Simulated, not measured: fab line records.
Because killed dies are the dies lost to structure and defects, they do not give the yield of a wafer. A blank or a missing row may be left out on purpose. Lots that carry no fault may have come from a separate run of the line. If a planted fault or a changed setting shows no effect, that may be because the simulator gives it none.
fab line records | flow rit-cmos
record lots=5 | wafers=15 | last-day=7
route steps=202 shown NWELL@38 PWELL@39 WELLDRIVE@50 NRETRO@53 M1@202
lots untouched by any fault: they come from a run of this same line in which no faults occurred
start-h: hours from the record's first day to the start of the lot's first wafer shown | wait-h: hours from the lot's prior step to this one | " repeats the value in the row above | L1.1+2: several wafers, shown together as one row | - no value, or no start given | * or withheld: withheld | < > ~ a bound
route shown NAME@n: NAME is a module with steps in the file, n the number in the route of the first one | usual: average and standard deviation across the fault-free wafers | same: alike in all rows | chamber/n: place in a boat | sites: per-site readings | _std_site: standard deviation of those values | _edge_site: inner sites' mean taken away from outer sites' mean | radius-mm: for every site, how far away it sits from the centre of the wafer | mask NAME#n: copy n | behind: the last tool/chamber to shape the wafer | hold: why the lot was held/for how many hours/how that ended | device: whichever transistor did not switch (one of n, p or np) | end of line: tests of these same wafers at the route's end | where a step has no rows: the recipe by itself | killed: dies that structure and defects cost at the first sort, which is not the same as the wafer's yield | map: a wafer's dies, x killed, . not, _ none there
set.NAME: the setting as run; set.NAME@STEP: as run at that earlier step | model.NAME: the simulator's own value behind a step, which no gauge read
a table for each step, a row for each wafer; lots at some steps of the route
services: when a tool's chamber went out of use (start-h, in hours from the record's first day, below 0 if earlier), for how many hours, and the reason
## steps
# step RIT_NWELL_TW_MEAS_10
# usual NWELL_TW=2135/14
lot.wafer | tool          | chamber | start-h | wait-h | NWELL_TW
L120.1    | film-metro-04 | -       | 51.24   | 0.1    | 2118
L120.3    | "             | -       | "       | "      | 2130
L120.5    | "             | -       | "       | "      | 2117
L121.3    | film-metro-04 | -       | 56.29   | 0.1    | 2137
L121.5    | "             | -       | "       | "      | 2114
L121.6    | "             | -       | "       | "      | 2125
L127.1    | film-metro-03 | -       | 86.93   | 0.1    | 2150
L127.5    | "             | -       | "       | "      | 2149
L127.6    | "             | -       | "       | "      | 2138
L131.1    | film-metro-04 | -       | 107.92  | 0.1    | 2141
L131.2    | "             | -       | "       | "      | 2136
L131.5    | "             | -       | "       | "      | 2140
L136.1    | film-metro-01 | -       | 131.42  | 0.1    | 2155
L136.3    | "             | -       | "       | "      | 2167
L136.4    | "             | -       | "       | "      | 2167
# step RIT_PWELL_HMDS_00
# recipe prime-time-s=60 | prime-temp-c=140
# step RIT_PWELL_COAT_01
# recipe resist=NOVOLAK | spin-rpm=2000 | resist-thk-nm=1300
# step RIT_PWELL_SOFTBAKE_02
# recipe resist=NOVOLAK | temp-c=90 | time-s=60
# step RIT_PWELL_EXPOSE_03
# recipe mask-id=M3 | na=0.57 | target-cd-nm=43700 | dose-mj=250
# step RIT_PWELL_PEB_04
# recipe resist=NOVOLAK | temp-c=withheld | time-s=withheld
# step RIT_PWELL_DEVELOP_05
# recipe resist=NOVOLAK | develop-time-s=68 | dev-temp-c=23
# step RIT_PWELL_OVL_MEAS_06
# usual PWELL_OVL=-0.3/1.3
lot.wafer | tool       | chamber | start-h | wait-h | PWELL_OVL[nm]
L120.1    | overlay-01 | -       | 52.30   | -      | -1.3
L120.3    | "          | -       | "       | "      | -0.3
L120.5    | "          | -       | "       | "      | -1.8
L121.3    | overlay-01 | -       | 57.46   | -      | -1.8
L121.5    | "          | -       | "       | "      | -0.6
L121.6    | "          | -       | "       | "      | 0.9
L127.1    | overlay-02 | -       | 88.03   | -      | -2.6
L127.5    | "          | -       | "       | "      | -1.3
L127.6    | "          | -       | "       | "      | 0.6
L131.1    | overlay-01 | -       | 108.86  | -      | 1.4
L131.2    | "          | -       | "       | "      | 1.0
L131.5    | "          | -       | "       | "      | 1.0
L136.1    | overlay-02 | -       | 132.56  | -      | -0.4
L136.3    | "          | -       | "       | "      | -1.4
L136.4    | "          | -       | "       | "      | 0.0
# step RIT_PWELL_HARDBAKE_07
# recipe resist=NOVOLAK | temp-c=140 | time-s=120
# step RIT_PWELL_IMPLANT_08
# recipe species=B | energy-kev=166.7 | dose-cm2=7e+13 | tilt-deg=7
# step RIT_PWELL_STRIP_09
# recipe chemistry=O2 | time-s=180 | resist=NOVOLAK | platen-temp-c=withheld | power-w=500 | pressure-mtorr=4000 | o2-flow-sccm=4000
# usual drypump-motor-current-A=5.5/0.53
lot.wafer | tool            | chamber | start-h | wait-h | drypump-motor-current-A | rf-hours-counter-h
L120.1    | plasma-asher-03 | 1       | 52.74   | 0.1    | 6.1                     | 39
L120.3    | "               | 0       | "       | "      | 5.0                     | -
L120.5    | "               | 1       | "       | "      | 6.1                     | -
L121.3    | plasma-asher-01 | 0       | 57.94   | 0.1    | 4.8                     | -
L121.5    | "               | 0       | "       | "      | 4.9                     | -
L121.6    | "               | 1       | "       | "      | 5.8                     | -
L127.1    | plasma-asher-02 | 0       | 88.47   | 0.1    | 5.2                     | 46
L127.5    | "               | 1       | "       | "      | 6.2                     | -
L127.6    | "               | 0       | "       | "      | 5.2                     | -
L131.1    | plasma-asher-03 | 0       | 109.30  | 0.1    | 5.0                     | 43
L131.2    | "               | 1       | "       | "      | 6.1                     | 43
L131.5    | "               | 1       | "       | "      | 6.1                     | -
L136.1    | plasma-asher-01 | 1       | 132.99  | 0.1    | 5.8                     | 51
L136.3    | "               | 1       | "       | "      | 5.8                     | -
L136.4    | "               | 0       | "       | "      | 4.8                     | -
# step RIT_PWELL_TW_MEAS_10
# usual PWELL_TW=948/7.8
lot.wafer | tool          | chamber | start-h | wait-h | PWELL_TW
L120.1    | film-metro-04 | -       | 52.92   | 0.1    | 935
L120.3    | "             | -       | "       | "      | 936
L120.5    | "             | -       | "       | "      | 933
L121.3    | film-metro-01 | -       | 58.08   | 0.1    | 956
L121.5    | "             | -       | "       | "      | 956
L121.6    | "             | -       | "       | "      | 954
L127.1    | film-metro-01 | -       | 88.65   | 0.1    | 954
L127.5    | "             | -       | "       | "      | 952
L127.6    | "             | -       | "       | "      | 951
L131.1    | film-metro-04 | -       | 109.48  | 0.1    | 947
L131.2    | "             | -       | "       | "      | 947
L131.5    | "             | -       | "       | "      | 944
L136.1    | film-metro-04 | -       | 133.17  | 0.1    | 946
L136.3    | "             | -       | "       | "      | 944
L136.4    | "             | -       | "       | "      | 942
# step RIT_WELLDRIVE_ANNEAL_00
# recipe temp-c=1100 | time-s=14700 | ambient=N2
# usual run-length-s=18271/4.3 | spike-tc-centre-C=1101.4/1 | zone-power-source-pct=41/4.1
lot.wafer | tool       | chamber | start-h | wait-h | run-length-s | spike-tc-centre-C | zone-power-source-pct
L120.1    | furnace-01 | 0       | 53.67   | 0.7    | 18275        | 1099.2            | 45
L120.3    | "          | 0       | "       | "      | 18275        | 1101.6            | 45
L120.5    | "          | 0       | "       | "      | 18275        | 1100.8            | 46
L121.3    | furnace-04 | 0       | 58.46   | 0.4    | 18263        | 1101.2            | 44
L121.5    | "          | 0       | "       | "      | 18263        | 1102.2            | 43
L121.6    | "          | 0       | "       | "      | 18263        | 1100.3            | 43
L127.1    | furnace-01 | 0       | 92.24   | 3.6    | 12395        | 1100.8            | 45
L127.5    | "          | 0       | "       | "      | 12395        | 1100.3            | 44
L127.6    | "          | 0       | "       | "      | 12395        | 1101.6            | 45
L131.1    | furnace-02 | 0       | 109.54  | 0.1    | 18274        | 1101.8            | 35
L131.2    | "          | 0       | "       | "      | 18274        | 1102.1            | 35
L131.5    | "          | 0       | "       | "      | 18274        | 1102.1            | 35
L136.1    | furnace-04 | 0       | 133.23  | 0.1    | 18271        | 1101.5            | 43
L136.3    | "          | 0       | "       | "      | 18271        | 1101.7            | 44
L136.4    | "          | 0       | "       | "      | 18271        | 1100.5            | 43
# step RIT_WELLDRIVE_RS_MEAS_01
# recipe thk-meas-gauge=four-point-probe
# usual NWELL_RS=275.6/0.79
lot.wafer | tool          | chamber | start-h | wait-h | NWELL_RS[ohm/sq]
L120.1    | film-metro-04 | -       | 58.75   | 0.0    | 274.7
L120.3    | "             | -       | "       | "      | 274.7
L120.5    | "             | -       | "       | "      | 275.2
L121.3    | film-metro-04 | -       | 63.58   | 0.0    | 274.8
L121.5    | "             | -       | "       | "      | 275.5
L121.6    | "             | -       | "       | "      | 275.2
L127.1    | film-metro-04 | -       | 97.32   | 1.6    | 299.9
L127.5    | "             | -       | "       | "      | 300.8
L127.6    | "             | -       | "       | "      | 301.7
L131.1    | film-metro-04 | -       | 114.62  | 0.0    | 275.3
L131.2    | "             | -       | "       | "      | 275.0
L131.5    | "             | -       | "       | "      | 275.1
L136.1    | film-metro-01 | -       | 138.31  | 0.0    | 275.1
L136.3    | "             | -       | "       | "      | 276.5
L136.4    | "             | -       | "       | "      | 276.1
# step RIT_WELLDRIVE_RS_MEAS_02
# recipe thk-meas-gauge=four-point-probe
# usual PWELL_RS=430.8/1.1
lot.wafer | tool          | chamber | start-h | wait-h | PWELL_RS[ohm/sq]
L120.1    | film-metro-04 | -       | 58.87   | 0.1    | 431.3
L120.3    | "             | -       | "       | "      | 431.2
L120.5    | "             | -       | "       | "      | 433.3
L121.3    | film-metro-04 | -       | 63.70   | 0.1    | 430.3
L121.5    | "             | -       | "       | "      | 429.9
L121.6    | "             | -       | "       | "      | 430.0
L127.1    | film-metro-04 | -       | 97.44   | 0.1    | 456.7
L127.5    | "             | -       | "       | "      | 456.6
L127.6    | "             | -       | "       | "      | 457.6
L131.1    | film-metro-04 | -       | 114.74  | 0.1    | 430.6
L131.2    | "             | -       | "       | "      | 431.4
L131.5    | "             | -       | "       | "      | 430.6
L136.1    | film-metro-01 | -       | 138.43  | 0.1    | 432.1
L136.3    | "             | -       | "       | "      | 429.9
L136.4    | "             | -       | "       | "      | 431.5
# step RIT_NRETRO_HMDS_00
# recipe prime-time-s=60 | prime-temp-c=140
# step RIT_M1_PROBE_99
# usual killed-at-contacts=0.1/0.36 | killed-at-front-end=7.2/2.9 | killed-dies=7.4/2.9 | killed-open=3.8/2 | killed-short=3.5/2
# same gross-dies=264 | killed_at_M0_to_M3=0 | killed_at_M4_up=0 | killed-at-back-side=0 | killed-at-other=0
lot.wafer | tool      | chamber | start-h | wait-h | killed-at-contacts | killed-at-front-end | killed-dies | killed-open | killed-short | model.etest.nwell-pinched.rs-ohm-sq | model.etest.pwell-pinched.rs-ohm-sq | model.etest.pwell.rs-ohm-sq | model.etest.pmos-narrow.drive-ua-um | model.etest.pmos_0p3.drive-ua-um | model.etest.field-n.vt-v | model.etest.field-p-metal.vt-v | model.etest.field-p.vt-v
L120.1    | prober-02 | -       | 88.67   | 0.1    | 1                  | 9                   | 10          | 4           | 6            | 338                                 | 465.6                               | 419.1                       | 100.4                               | 98.17                            | 34.02                    | -28.65                         | -12.74
L120.3    | prober-02 | -       | 88.77   | 0.2    | 0                  | 7                   | 7           | 4           | 3            | 336.3                               | 455.3                               | 416.1                       | 104.1                               | 100.2                            | 33.03                    | -29.39                         | -12.76
L120.5    | prober-02 | -       | 88.87   | 0.2    | 1                  | 5                   | 6           | 3           | 3            | 339.4                               | 463.4                               | 416.8                       | 98.11                               | 95.8                             | 33.46                    | -29.24                         | -12.7
L121.3    | prober-01 | -       | 94.23   | 0.2    | 1                  | 7                   | 8           | 3           | 5            | 337.6                               | 454                                 | 410.1                       | 103.4                               | 102.8                            | 34.13                    | -28.42                         | -12.42
L121.5    | prober-01 | -       | 94.33   | 0.2    | 0                  | 7                   | 7           | 7           | 0            | 342.4                               | 454.3                               | 407.3                       | 104.2                               | 104.5                            | 33.89                    | -28.66                         | -12.47
L121.6    | prober-01 | -       | 94.38   | 0.2    | 0                  | 5                   | 5           | 3           | 2            | 336.1                               | 455.7                               | 412                         | 103.2                               | 103.4                            | 34.8                     | -28.59                         | -12.46
L127.1    | prober-02 | -       | 126.59  | 0.1    | 0                  | 10                  | 10          | 4           | 6            | 383.1                               | 484.3                               | 443.5                       | 91.08                               | 91.69                            | 38.9                     | -24.99                         | -11.22
L127.5    | prober-02 | -       | 126.79  | 0.2    | 0                  | 15                  | 15          | 10          | 5            | 383.8                               | 483.7                               | 443.1                       | 91.15                               | 90.38                            | 38.87                    | -24.9                          | -11.26
L127.6    | prober-02 | -       | 126.84  | 0.2    | 0                  | 7                   | 7           | 4           | 3            | 391.9                               | 494.9                               | 442.8                       | 89.84                               | 90.8                             | 38.81                    | -24.94                         | -11.18
L131.1    | prober-02 | -       | 143.11  | 0.1    | 0                  | 9                   | 9           | 5           | 4            | 342                                 | 465.7                               | 422.6                       | 107.9                               | 107.4                            | 35.69                    | -27.68                         | -12.9
L131.2    | prober-02 | -       | 143.16  | 0.1    | 0                  | 6                   | 6           | 2           | 4            | 341.7                               | 467.8                               | 424.9                       | 106.8                               | 107                              | 35.59                    | -28.46                         | -12.92
L131.5    | prober-02 | -       | 143.31  | 0.2    | 0                  | 8                   | 8           | 3           | 5            | 341.8                               | 463.9                               | 421.1                       | 109.2                               | 110.2                            | 35.65                    | -28.27                         | -12.89
L136.1    | prober-01 | -       | 166.26  | 0.1    | 1                  | 5                   | 6           | 4           | 2            | 340.6                               | 464.6                               | 418.2                       | 105.1                               | 103.7                            | 33.14                    | -28.2                          | -12.19
L136.3    | prober-01 | -       | 166.36  | 0.2    | 0                  | 7                   | 7           | 1           | 6            | 339.4                               | 459.3                               | 415.6                       | 106.5                               | 104.1                            | 33.15                    | -28.47                         | -12.13
L136.4    | prober-01 | -       | 166.41  | 0.2    | 0                  | 7                   | 7           | 4           | 3            | 333.2                               | 451.4                               | 415.6                       | 107.1                               | 104.2                            | 33.32                    | -28.76                         | -12.24
# killed by level:class
L120.1 GATE:geometric-particle:short=2 SPACER:geometric-particle:short=2 FOX1:geometric-particle:open=1 GATE:geometric-particle:open=1 REOX:geometric-particle:short=1 SPACER:geometric-particle:open=1 SILICIDE:geometric-particle:open=1 CONTACT:geometric-particle:short=1
L120.3 GATE:geometric-particle:open=3 GATE:geometric-particle:short=1 REOX:geometric-particle:open=1 REOX:geometric-particle:short=1 SPACER:geometric-particle:short=1
L120.5 GATE:geometric-particle:open=2 FOX1:geometric-particle:open=1 REOX:geometric-particle:short=1 SPACER:geometric-particle:short=1 CONTACT:geometric-particle:short=1
L121.3 SPACER:geometric-particle:short=2 ACTIVE:geometric-particle:short=1 GATE:geometric-particle:short=1 REOX:geometric-particle:open=1 REOX:geometric-particle:short=1 SPACER:geometric-particle:open=1 CONTACT:geometric-particle:open=1
L121.5 GATE:geometric-particle:open=4 REOX:geometric-particle:open=2 FOX1:geometric-particle:open=1
L121.6 GATE:geometric-particle:short=2 SPACER:geometric-particle:open=2 GATE:geometric-particle:open=1
L127.1 GATE:geometric-particle:short=4 SILICIDE:geometric-particle:open=2 SILICIDE:geometric-particle:short=2 GATE:geometric-particle:open=1 SPACER:geometric-particle:open=1
L127.5 SILICIDE:geometric-particle:open=4 FOX2:geometric-particle:short=3 SPACER:geometric-particle:open=3 GATE:geometric-particle:open=2 FOX2:geometric-particle:open=1 GATE:geometric-particle:short=1 SPACER:geometric-particle:short=1
L127.6 GATE:geometric-particle:open=3 FOX1:geometric-particle:short=1 FOX2:geometric-particle:open=1 GATE:geometric-particle:short=1 REOX:geometric-particle:short=1
L131.1 GATE:geometric-particle:open=3 GATE:geometric-particle:short=2 REOX:geometric-particle:short=2 REOX:geometric-particle:open=1 SILICIDE:geometric-particle:open=1
L131.2 SILICIDE:geometric-particle:short=2 FOX1:geometric-particle:open=1 FOX2:geometric-particle:short=1 REOX:geometric-particle:short=1 REOX:geometric-particle:open=1
L131.5 GATE:geometric-particle:short=2 SPACER:geometric-particle:open=2 SPACER:geometric-particle:short=2 FOX2:geometric-particle:short=1 GATE:geometric-particle:open=1
L136.1 GATE:geometric-particle:open=2 FOX1:geometric-particle:short=1 GATE:geometric-particle:short=1 SILICIDE:geometric-particle:open=1 CONTACT:geometric-particle:open=1
L136.3 GATE:geometric-particle:short=3 FOX1:geometric-particle:short=1 FOX2:geometric-particle:short=1 FOX2:geometric-particle:open=1 SILICIDE:geometric-particle:short=1
L136.4 GATE:geometric-particle:open=2 FOX1:geometric-particle:short=1 FOX2:geometric-particle:open=1 GATE:geometric-particle:short=1 SILICIDE:geometric-particle:open=1 SILICIDE:geometric-particle:short=1
## services
tool            | chamber | start-h | hours | kind
plasma-asher-03 | -       | 32.97   | 16.7  | repair
plasma-asher-03 | -       | 62.75   | 3.1   | repair
plasma-asher-03 | -       | 66.82   | 15.6  | pm
furnace-04      | -       | 68.48   | 2.6   | pm
plasma-asher-02 | -       | 107.56  | 3.9   | repair
plasma-asher-02 | -       | 111.42  | 9.0   | pm
plasma-asher-02 | 0       | 111.42  | 9.0   | vent-cycle
plasma-asher-02 | 1       | 111.42  | 9.0   | vent-cycle
plasma-asher-02 | 0       | 120.42  | -     | clean
plasma-asher-02 | 1       | 120.42  | -     | clean
## key
first-sign step=RIT_WELLDRIVE_ANNEAL_00 | reading=run-length-s | direction=down | sigmas=99+ | usual=* | struck=*
effect step=RIT_WELLDRIVE_RS_MEAS_01 | reading=NWELL_RS | direction=up | sigmas=32 | usual=275.6 | struck=300.8
effect step=RIT_WELLDRIVE_RS_MEAS_02 | reading=PWELL_RS | direction=up | sigmas=24 | usual=430.8 | struck=457.0
model-effect step=RIT_M1_PROBE_99 | value=etest.nwell-pinched.rs-ohm-sq | without=338.9 | struck=386.3
met-at RIT_WELLDRIVE_ANNEAL_00
struck-wafers L127.1,L127.5,L127.6
tester-left-out L127
onset-between 53.67 92.24
fault kind=process-parameter-drift | tool=furnace-01 | chamber=- | onset-h=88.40 | steps=RIT_WELLDRIVE_ANNEAL_00 | channel=time-s | offset=* | shape=step | end-h=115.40 | acts-in=* | stated=*
# tester-left-out: of these lots the tester's yield and bins aren't shown, on N5 and GAA mostly nor the transistor test; their killed dies are dies lost to structure and defects alone, not to doping, threshold or leakage, so they don't give the yield
